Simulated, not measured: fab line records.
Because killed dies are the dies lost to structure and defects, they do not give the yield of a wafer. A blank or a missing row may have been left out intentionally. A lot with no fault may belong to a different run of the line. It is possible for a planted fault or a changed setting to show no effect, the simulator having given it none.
Lot-split experiment :: flow berkeley cmos170 :: 23 wafers read across 5 lots, on a route 331 steps long

== SPLIT DETAILS ==
At UCB170_PLDD_EXPOSE_03 (exposes mask PSELECT, target cd 1200 nm), the setting dose mj was moved away from the recipe's 30 on 7 of the 23 wafers read, by -6.1% to +5.0%. This setting was run at the recipe's value on the other wafers.

== FROM THE SPLIT TO THE READING: what the file shows between them, 2 steps ==
- UCB170_PLDD_PEB_04
- UCB170_PLDD_DEVELOP_05: develop time 45 s

== THE READING ==
cd nm at UCB170_PLDD_CD_MEAS_06, given in nm (cd target 1200 nm). Fault-free wafers of this fab line usually give 1199.4 nm, standard deviation 1.1 nm.

wafer: L075.1
tool, chamber at the split: krf scanner-01, 0
dose mj as run: 30
against the recipe: recipe
cd nm, nm: 1199.2
against lot-mates on the recipe: -

wafer: L075.2
tool, chamber at the split: krf scanner-01, 0
dose mj as run: 30
against the recipe: recipe
cd nm, nm: 1197.0
against lot-mates on the recipe: -

wafer: L075.4
tool, chamber at the split: krf scanner-01, 0
dose mj as run: 28.16
against the recipe: -6.1%
cd nm, nm: 1186.2
against lot-mates on the recipe: -12.5

wafer: L075.5
tool, chamber at the split: krf scanner-01, 0
dose mj as run: 30
against the recipe: recipe
cd nm, nm: 1200.0
against lot-mates on the recipe: -

wafer: L075.6
tool, chamber at the split: krf scanner-01, 0
dose mj as run: 28.16
against the recipe: -6.1%
cd nm, nm: 1187.0
against lot-mates on the recipe: -11.7

wafer: L080.1
tool, chamber at the split: krf scanner-01, 0
dose mj as run: 31.51
against the recipe: +5.0%
cd nm, nm: 1208.1
against lot-mates on the recipe: +8.9

wafer: L080.2
tool, chamber at the split: krf scanner-01, 0
dose mj as run: 31.51
against the recipe: +5.0%
cd nm, nm: 1208.4
against lot-mates on the recipe: +9.2

wafer: L080.4
tool, chamber at the split: krf scanner-01, 0
dose mj as run: 31.51
against the recipe: +5.0%
cd nm, nm: 1209.3
against lot-mates on the recipe: +10.1

wafer: L080.5
tool, chamber at the split: krf scanner-01, 0
dose mj as run: 30
against the recipe: recipe
cd nm, nm: 1199.7
against lot-mates on the recipe: -

wafer: L080.6
tool, chamber at the split: krf scanner-01, 0
dose mj as run: 30
against the recipe: recipe
cd nm, nm: 1198.7
against lot-mates on the recipe: -

wafer: L081.1
tool, chamber at the split: krf scanner-01, 0
dose mj as run: 30
against the recipe: recipe
cd nm, nm: 1198.9
against lot-mates on the recipe: -

wafer: L081.2
tool, chamber at the split: krf scanner-01, 0
dose mj as run: 30
against the recipe: recipe
cd nm, nm: 1201.7
against lot-mates on the recipe: -

wafer: L081.3
tool, chamber at the split: krf scanner-01, 0
dose mj as run: 30
against the recipe: recipe
cd nm, nm: 1200.4
against lot-mates on the recipe: -

wafer: L081.4
tool, chamber at the split: krf scanner-01, 0
dose mj as run: 30
against the recipe: recipe
cd nm, nm: 1199.4
against lot-mates on the recipe: -

wafer: L081.5
tool, chamber at the split: krf scanner-01, 0
dose mj as run: 30
against the recipe: recipe
cd nm, nm: 1198.9
against lot-mates on the recipe: -

wafer: L085.1
tool, chamber at the split: krf scanner-02, 0
dose mj as run: 29.1
against the recipe: -3.0%
cd nm, nm: 1192.4
against lot-mates on the recipe: -5.3

wafer: L085.3
tool, chamber at the split: krf scanner-02, 0
dose mj as run: 30
against the recipe: recipe
cd nm, nm: 1198.3
against lot-mates on the recipe: -

wafer: L085.4
tool, chamber at the split: krf scanner-02, 0
dose mj as run: 30
against the recipe: recipe
cd nm, nm: 1196.1
against lot-mates on the recipe: -

wafer: L085.5
tool, chamber at the split: krf scanner-02, 0
dose mj as run: 30
against the recipe: recipe
cd nm, nm: 1198.7
against lot-mates on the recipe: -

wafer: L085.6
tool, chamber at the split: krf scanner-02, 0
dose mj as run: 29.1
against the recipe: -3.0%
cd nm, nm: 1192.6
against lot-mates on the recipe: -5.1

wafer: L083.3
tool, chamber at the split: krf scanner-02, 0
dose mj as run: 30
against the recipe: recipe
cd nm, nm: 1197.5
against lot-mates on the recipe: -

wafer: L083.4
tool, chamber at the split: krf scanner-02, 0
dose mj as run: 30
against the recipe: recipe
cd nm, nm: 1197.5
against lot-mates on the recipe: -

wafer: L083.5
tool, chamber at the split: krf scanner-02, 0
dose mj as run: 30
against the recipe: recipe
cd nm, nm: 1198.7
against lot-mates on the recipe: -

THE FIT
A straight line over all 23 wafers: cd nm changes by +1.98 nm for each +1% of dose mj; r = +0.98; the points scatter about the line by 1.2 nm.
The same after taking each lot's own level away (the mean of its wafers on the recipe; 23 wafers): +1.9 nm for each +1%; r = +0.99; scatter 0.93 nm.
On that fit, the largest move of dose mj shifts the reading by 12 nm.
From 1197.70 to 1199.86 nm: that is the span of the lots' own levels, equal to 2.0 times the standard deviation above.
The two slopes agree, so the slope changes little with the lot-to-lot level.
Check: -11.4 nm against its lot-mates is what the line predicts for one of the wafers moved furthest among these (-6.1%) when that wafer is left out of the fit. It came out at -12.5 nm against them.

== THESE WAFERS: OTHER SPLITS ==
Before the reading, these wafers also passed through other splits. Each is held against what the fit with the lots' levels taken away leaves over:
other split on the same wafers: UCB170_START_OXIDATION_02 temp c
wafers away from the commonest value: 18
r with cd nm (lot level and that fit taken away): -0.05

other split on the same wafers: UCB170_NWELL_COAT_07 spin rpm
wafers away from the commonest value: 12
r with cd nm (lot level and that fit taken away): -0.14

other split on the same wafers: UCB170_NWELL_DEVELOP_11 develop time s
wafers away from the commonest value: 6
r with cd nm (lot level and that fit taken away): +0.11

other split on the same wafers: UCB170_PWELL_IMPLANT_15 energy kev
wafers away from the commonest value: 10
r with cd nm (lot level and that fit taken away): +0.39

other split on the same wafers: UCB170_ACTIVE_CVD_05 time s
wafers away from the commonest value: 15
r with cd nm (lot level and that fit taken away): -0.05

other split on the same wafers: UCB170_ACTIVE_ETCH_15 time s
wafers away from the commonest value: 10
r with cd nm (lot level and that fit taken away): +0.06

other split on the same wafers: UCB170_PFIELD_COAT_01 spin rpm
wafers away from the commonest value: 11
r with cd nm (lot level and that fit taken away): +0.14

other split on the same wafers: UCB170_PFIELD_EXPOSE_03 dose mj
wafers away from the commonest value: 6
r with cd nm (lot level and that fit taken away): +0.11

other split on the same wafers: UCB170_NVT_IMPLANT_07 energy kev
wafers away from the commonest value: 6
r with cd nm (lot level and that fit taken away): -0.02

other split on the same wafers: UCB170_PVT_STRIP_08 o2 flow sccm
wafers away from the commonest value: 11
r with cd nm (lot level and that fit taken away): -0.05

== THE FILE'S OWN FIT ==
cd nm changes by +1.91 nm for each +1% of dose mj, r = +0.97.
